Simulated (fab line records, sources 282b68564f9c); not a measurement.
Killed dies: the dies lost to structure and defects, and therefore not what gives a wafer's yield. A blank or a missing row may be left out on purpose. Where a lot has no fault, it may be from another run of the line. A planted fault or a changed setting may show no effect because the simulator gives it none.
fab line records | flow rit_cmos
[record] lots = 5 | wafers = 23
route steps=202 shown M1@195
start_h: hours from the record's opening day to when the first of the lot's shown wafers began | wait_h: hours elapsed since this lot's preceding step | " the same as in the row above | L1.1+2: a row that stands for several wafers | - no value present, or no start provided | * or withheld: withheld | < > ~ a bound
route shown NAME@n: a module of which the file shows steps, and the number in the route of the first | usual: mean/standard deviation of fault-free wafers | same: alike in all rows | chamber/n: place in a boat | sites: per-site readings | _std_site: standard deviation of those values | _edge_site: outer sites' mean less inner sites' | radius_mm: how far each site lies from the wafer's centre | mask NAME#n: copy n | behind: the last tool/chamber to shape the wafer | hold: why the lot was held/for how many hours/how that ended | device: whichever transistor did not switch (one of n, p or np) | end of line: the tests these same wafers got at the end of their route | for a step that has no rows: nothing shown but its recipe | killed: dies lost to structure and defects at the first sort, not the wafer's yield | map: a wafer's dies, marking killed ones x, the rest . and places with no die _
set.NAME: the setting the step ran with; set.NAME@STEP: the setting that earlier step ran with | model.NAME: the simulator's own value behind a step, which no gauge read
lots with deliberately changed settings; one table per step, one row per wafer
[[steps]]
[step RIT_M1_HARDBAKE_11]
[recipe] resist = NOVOLAK | temp_c = 140 | time_s = 120
lot.wafer | tool           | chamber | start_h | wait_h | set.temp_c | model.NOVOLAK_of_M1_COAT_04.thk_nm
L076.1    | litho_track-02 | 0       | 65.81   | 0.0    | 140        | 1135
L076.4    | "              | 0       | "       | "      | 140        | 1134
L076.5    | "              | 0       | "       | "      | 140        | 1136
L079.2    | litho_track-03 | 0       | 79.24   | 0.1    | 142.3      | 1132
L079.3    | "              | 0       | "       | "      | 142.3      | 1131
L079.4    | "              | 0       | "       | "      | 140        | 1136
L079.5+6  | "              | 0       | "       | "      | 140        | 1138
L081.1+4  | litho_track-04 | 0       | 90.70   | 0.0    | 136.9      | 1142
L081.3+6  | "              | 0       | "       | "      | 140        | 1136
L081.5    | "              | 0       | "       | "      | 136.9      | 1143
L082.1    | litho_track-03 | 0       | 99.87   | 0.0    | 136.3      | 1147
L082.3    | "              | 0       | "       | "      | 140        | 1142
L082.4    | "              | 0       | "       | "      | 136.3      | 1151
L082.5    | "              | 0       | "       | "      | 140        | 1139
L082.6    | "              | 0       | "       | "      | 136.3      | 1144
L084.1    | litho_track-02 | 0       | 107.40  | 0.0    | 140        | 1131
L084.3    | "              | 0       | "       | "      | 137.8      | 1136
L084.4    | "              | 0       | "       | "      | 137.8      | 1138
L084.5    | "              | 0       | "       | "      | 137.8      | 1141
L084.6    | "              | 0       | "       | "      | 140        | 1133
[step RIT_M1_METAL_ETCH_12]
[recipe] stop_on = SiO2 | chemistry = Cl2/BCl3 | target = Al | time_s = 165 | over_etch_frac = 0.5 | pressure_mtorr = 100 | target_depth_a = 6000 | rf_w = 250 | Cl2_flow_sccm = 60 | bcl3_flow_sccm = 50
[step RIT_M1_STRIP_13]
[recipe] chemistry = nmp | resist = NOVOLAK | temp_c = 80 | time_s = 617 | dry = n2_spin
[step RIT_M1_STRIP_14]
[recipe] chemistry = O2 | time_s = 180 | platen_temp_c = withheld | power_w = 500 | pressure_mtorr = 4000 | o2_flow_sccm = 4000
[step RIT_M1_CD_MEAS_90]
[recipe] target_cd_nm = 2600
[usual] cd_nm = 2600.6/2
lot.wafer | tool      | chamber | start_h | wait_h | set.develop_time_s@M1_DEVELOP_08 | cd_nm
L076.1    | cd_sem-02 | -       | 66.58   | 0.1    | 68                               | 2599.6
L076.4    | "         | -       | "       | "      | 68                               | 2598.5
L076.5    | "         | -       | "       | "      | 68                               | 2602.4
L079.2    | cd_sem-01 | -       | 80.02   | 0.1    | 68                               | 2603.3
L079.3    | "         | -       | "       | "      | 68                               | 2602.1
L079.4    | "         | -       | "       | "      | 68                               | 2602.3
L079.5    | "         | -       | "       | "      | 68                               | 2601.0
L079.6    | "         | -       | "       | "      | 68                               | 2601.5
L081.1    | cd_sem-02 | -       | 91.52   | 0.1    | 61.81                            | 2607.5
L081.3    | "         | -       | "       | "      | 61.81                            | 2609.1
L081.4    | "         | -       | "       | "      | 68                               | 2597.7
L081.5    | "         | -       | "       | "      | 68                               | 2600.4
L081.6    | "         | -       | "       | "      | 68                               | 2597.7
L082.1    | cd_sem-01 | -       | 100.71  | 0.2    | 68                               | 2601.9
L082.3    | "         | -       | "       | "      | 75.81                            | 2591.6
L082.4    | "         | -       | "       | "      | 68                               | 2602.1
L082.5    | "         | -       | "       | "      | 75.81                            | 2589.8
L082.6    | "         | -       | "       | "      | 75.81                            | 2592.5
L084.1    | cd_sem-01 | -       | 108.20  | 0.1    | 68                               | 2598.2
L084.3    | "         | -       | "       | "      | 64.98                            | 2600.6
L084.4    | "         | -       | "       | "      | 64.98                            | 2601.5
L084.5    | "         | -       | "       | "      | 68                               | 2598.0
L084.6    | "         | -       | "       | "      | 64.98                            | 2599.0
[step RIT_M1_ANNEAL_15]
[recipe] temp_c = 450 | time_s = 1800 | ambient = forming_gas_H2N2
[step RIT_M1_PROBE_99]
lot.wafer | tool      | chamber | start_h | wait_h | set.dose_mj@GATE_EXPOSE_13 | model.etest.pmos_turned.r_on_ohm_um | model.etest.pmos_0p15.r_on_ohm_um | model.etest.nmos_0p15.r_on_ohm_um | model.etest.nmos_0p15.drive_ua_um
L076.1    | prober-02 | -       | 68.58   | 0.1    | 380                        | 3451                                | 2724                              | 1123                              | 478.4
L076.4    | prober-02 | -       | 68.73   | 0.2    | 380                        | 3443                                | 2727                              | 1166                              | 470.4
L076.5    | prober-02 | -       | 68.78   | 0.2    | 380                        | 3438                                | 2714                              | 1152                              | 468.2
L079.2    | prober-02 | -       | 81.79   | 0.1    | 380                        | 3597                                | 2846                              | 1096                              | 465.1
L079.3    | prober-02 | -       | 81.84   | 0.2    | 380                        | 3581                                | 2848                              | 1099                              | 460
L079.4    | prober-02 | -       | 81.89   | 0.2    | 380                        | 3539                                | 2854                              | 1118                              | 461.6
L079.5    | prober-02 | -       | 81.94   | 0.2    | 380                        | 3574                                | 2846                              | 1092                              | 464.3
L079.6    | prober-02 | -       | 81.99   | 0.2    | 380                        | 3410                                | 2756                              | 1074                              | 474.9
L081.1    | prober-02 | -       | 93.67   | 0.1    | 352.6                      | 4260                                | 3604                              | 1379                              | 363.9
L081.3    | prober-02 | -       | 93.77   | 0.2    | 380                        | 3305                                | 2672                              | 1122                              | 465.6
L081.4    | prober-02 | -       | 93.82   | 0.2    | 380                        | 3444                                | 2779                              | 1106                              | 471
L081.5    | prober-02 | -       | 93.87   | 0.2    | 352.6                      | 4049                                | 3465                              | 1377                              | 366
L081.6    | prober-02 | -       | 93.92   | 0.2    | 380                        | 3330                                | 2698                              | 1159                              | 470.1
L082.1    | prober-01 | -       | 103.67  | 0.1    | 380                        | 3766                                | 2941                              | 1111                              | 471.2
L082.3    | prober-01 | -       | 103.77  | 0.2    | 380                        | 3668                                | 2871                              | 1138                              | 452.5
L082.4    | prober-01 | -       | 103.82  | 0.2    | 380                        | 3636                                | 2866                              | 1147                              | 466.1
L082.5    | prober-01 | -       | 103.87  | 0.2    | 380                        | 3892                                | 3042                              | 1141                              | 456.9
L082.6    | prober-01 | -       | 103.92  | 0.2    | 380                        | 3802                                | 2981                              | 1132                              | 473.9
L084.1    | prober-01 | -       | 109.94  | 0.1    | 358.3                      | 4120                                | 3468                              | 1299                              | 380.2
L084.4    | prober-01 | -       | 110.09  | 0.2    | 380                        | 3358                                | 2691                              | 1061                              | 493.2
L084.6    | prober-01 | -       | 110.19  | 0.2    | 380                        | -                                   | -                                 | -                                 | -
// killed by level:class
L076.1 GATE:geometric_particle:short=3 GATE:geometric_particle:open=1
L076.4 GATE:geometric_particle:open=3 GATE:geometric_particle:short=1 REOX:geometric_particle:short=1 SPACER:geometric_particle:open=1 SILICIDE:geometric_particle:short=1 PWELL:coat_microbubble_printed=1
L076.5 GATE:geometric_particle:short=6 GATE:geometric_particle:open=2 SILICIDE:geometric_particle:short=2 FOX1:geometric_particle:open=1 REOX:geometric_particle:short=1 REOX:geometric_particle:open=1
[[key]]
[split] step = RIT_M1_HARDBAKE_11 | setting = temp_c | stated = 140 | by = wafer
[response] step = RIT_M1_HARDBAKE_11 | reading = model.NOVOLAK_of_M1_COAT_04.thk_nm | change = -2.96 | per = 1% | r = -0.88
split outside_this_file step=RIT_GATE_EXPOSE_13 setting=dose_mj
split outside_this_file step=RIT_M1_DEVELOP_08 setting=develop_time_s
// split outside_this_file: this setting was split too, and the file shows its column; the key of that split is in another file
